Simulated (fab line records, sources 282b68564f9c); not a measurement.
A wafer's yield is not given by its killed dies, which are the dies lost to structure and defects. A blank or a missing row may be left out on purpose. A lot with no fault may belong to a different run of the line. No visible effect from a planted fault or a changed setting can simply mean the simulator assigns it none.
Split-lot experiment ; flow rit_cmos ; route with 202 steps; 5 lots, 23 wafers read

THE SPLIT
At RIT_NWELL_COAT_01 (resist thk 1300 nm), the setting spin_rpm was moved away from the recipe's 2000 rpm on 8 of the 23 wafers read, by -2.9% to +5.0%. This setting was run at the recipe's value on the other wafers.

FROM THE SPLIT TO THE READING: what the file shows between them, 3 steps
- RIT_NWELL_SOFTBAKE_02: time 60 s
- RIT_NWELL_EXPOSE_03: exposes mask M2, target cd 43900 nm
- RIT_NWELL_DEVELOP_05: develop time 68 s

THE READING
NOVOLAK_of_NWELL_COAT_01.thk_nm (the simulator's own value, which no gauge read), in nm, at RIT_NWELL_HARDBAKE_07 (time 120 s). The file does not state a usual value for it. Here, 15 wafers ran the recipe; their average is 1140 nm with a standard deviation of 4.7 nm.

wafer;tool, chamber at the split;spin_rpm as run, rpm;against the recipe;NOVOLAK_of_NWELL_COAT_01.thk_nm, nm;against lot-mates on the recipe
L074.2;litho_track-01, 0;2000;recipe;1139;-
L074.4;litho_track-01, 0;2000;recipe;1140;-
L074.6;litho_track-01, 0;2000;recipe;1142;-
L078.2;litho_track-04, 0;2000;recipe;1145;-
L078.4;litho_track-04, 0;2000;recipe;1145;-
L078.3;litho_track-04, 0;2000;recipe;1146;-
L078.5;litho_track-04, 0;2000;recipe;1147;-
L078.6;litho_track-04, 0;2000;recipe;1144;-
L079.1;litho_track-01, 0;2000;recipe;1135;-
L079.2;litho_track-01, 0;2100;+5.0%;1108;-28
L079.3;litho_track-01, 0;2100;+5.0%;1108;-28
L079.4;litho_track-01, 0;2100;+5.0%;1110;-26
L079.5;litho_track-01, 0;2000;recipe;1137;-
L080.1;litho_track-01, 0;1942;-2.9%;1147;+14
L080.2;litho_track-01, 0;1942;-2.9%;1149;+16
L080.3;litho_track-01, 0;2000;recipe;1131;-
L080.5;litho_track-01, 0;1942;-2.9%;1148;+16
L080.6;litho_track-01, 0;2000;recipe;1134;-
L081.2;litho_track-04, 0;2079;+4.0%;1118;-21
L081.3;litho_track-04, 0;2079;+4.0%;1118;-21
L081.4;litho_track-04, 0;2000;recipe;1136;-
L081.5;litho_track-04, 0;2000;recipe;1138;-
L081.6;litho_track-04, 0;2000;recipe;1142;-

THE FIT
A straight line over all 23 wafers: NOVOLAK_of_NWELL_COAT_01.thk_nm changes by -5.25 nm for each +1% of spin_rpm; r = -0.93; the points scatter about the line by 4.9 nm.
The same after taking each lot's own level away (the mean of its wafers on the recipe; 23 wafers): -5.39 nm for each +1%; r = -0.99; scatter 1.4 nm.
That fit puts the effect of the largest move of spin_rpm on the reading at 27 nm.
From 1132.5 to 1145.4 nm: that is the span of the lots' own levels, equal to 2.7 times the standard deviation above.
The two slopes agree, so the slope changes little with the lot-to-lot level.
Check: -26.7 nm against its lot-mates is what the line predicts for one of the wafers moved furthest among these (+5.0%) when that wafer is left out of the fit. It came out at -28 nm against them.

OTHER SPLITS APPLIED TO THESE WAFERS
These wafers also went through other splits before the reading. Each is held against what the fit with the lots' levels taken away leaves over:
other split on the same wafers;wafers away from the commonest value;r with NOVOLAK_of_NWELL_COAT_01.thk_nm (lot level and that fit taken away)
RIT_ACTIVE_COAT_06 resist_thk_nm;7;-0.02
RIT_ACTIVE_DEVELOP_10 develop_time_s;10;+0.02
RIT_ACTIVE_STRIP_14 pressure_mtorr;15;-0.07

THE WHOLE CHAIN: every reading that the file lists as answering this split, in the file's order
step;what it does;reading;change (the file's fit);r (the file's)
RIT_NWELL_COAT_01;resist thk 1300 nm;NOVOLAK_of_NWELL_COAT_01.thk_nm (the simulator's own value, which no gauge read);-6.21 nm for each +1% of the setting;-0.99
RIT_NWELL_HARDBAKE_07;time 120 s;NOVOLAK_of_NWELL_COAT_01.thk_nm (the simulator's own value, which no gauge read);-5.34 nm for each +1% of the setting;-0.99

FILE'S OWN FIT
NOVOLAK_of_NWELL_COAT_01.thk_nm changes by -5.34 nm for each +1% of spin_rpm, r = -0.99.
